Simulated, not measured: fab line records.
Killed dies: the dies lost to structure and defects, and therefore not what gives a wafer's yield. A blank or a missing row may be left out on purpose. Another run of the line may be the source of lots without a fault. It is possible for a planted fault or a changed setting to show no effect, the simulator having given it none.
Which tool did it?    flow rit_cmos    6 lots with 18 wafers sampled at 3 steps, on a route of 202 steps

WHAT THE GAUGES SHOWED, per wafer
RIT_SDANNEAL_RS_MEAS_04: the measuring method here is four-point-probe.
lot   measured     on             PSD_RS (ohm/sq)
L576  day 3 17:16  film_metro-04  116.05 116.06 115.99
L579  day 4 04:30  film_metro-03  115.90 116.25 116.21
L587  day 6 06:46  film_metro-03  112.29 112.16 112.21
L590  day 6 15:53  film_metro-04  116.20 115.90 115.85
L594  day 7 11:56  film_metro-02  116.58 116.24 116.33
L597  day 8 00:13  film_metro-02  116.33 116.30 116.15

WHAT TOOL EACH LOT RAN ON (gives the tool, then ch and the chambers of the sampled wafers, and finally the start)
lot   RIT_NWELL_STRIP_09                   RIT_PSD_IMPLANT_08
L576  plasma_asher-04 ch 0,1, day 2 09:07  implanter-02 ch 0, day 3 16:27
L579  plasma_asher-02 ch 0,1, day 2 22:29  implanter-02 ch 0, day 4 03:39
L587  plasma_asher-02 ch 0,1, day 4 14:38  implanter-02 ch 0, day 6 05:55
L590  plasma_asher-01 ch 0,1, day 5 06:00  implanter-03 ch 0, day 6 15:05
L594  plasma_asher-01 ch 0,1, day 6 03:04  implanter-01 ch 0, day 7 10:56
L597  plasma_asher-01 ch 0,1, day 6 16:57  implanter-01 ch 0, day 7 23:23
- RIT_NWELL_STRIP_09: strips in O2, time 180 s.
- RIT_PSD_IMPLANT_08

THE ANSWER, worked out from the rows above alone
Rule: what is usual is taken from the lots themselves. Put in order of their means at a reading, lots are off if they are a third of the lots or fewer, leave a main group of 4 or more, and stand apart from it by a gap of 3 or more times the standard deviation of the main group's means; of several such gaps the widest counts. A main group is skipped when, at the precision printed for the reading in the tables above, its means are all equal. A lot without any number at a reading at which 4 lots or more have one is off too. Any other lot the step has rows for is counted as sound.
Off: at RIT_SDANNEAL_RS_MEAS_04 (PSD_RS), L587. The main group has a mean of 116.16 ohm/sq with a standard deviation of 0.15.
If a tool, at a process step before that reading, ran all the lots that are off and no sound lot after the first of them, it fits. Gauges at RIT_SDANNEAL_RS_MEAS_04: tried the same way as those tools. Can't be told from this: 3 tools fit, plasma_asher-02 at RIT_NWELL_STRIP_09, implanter-02 at RIT_PSD_IMPLANT_08, film_metro-03 at RIT_SDANNEAL_RS_MEAS_04.

WHAT HAD BEEN PUT IN BY THE SIMULATOR
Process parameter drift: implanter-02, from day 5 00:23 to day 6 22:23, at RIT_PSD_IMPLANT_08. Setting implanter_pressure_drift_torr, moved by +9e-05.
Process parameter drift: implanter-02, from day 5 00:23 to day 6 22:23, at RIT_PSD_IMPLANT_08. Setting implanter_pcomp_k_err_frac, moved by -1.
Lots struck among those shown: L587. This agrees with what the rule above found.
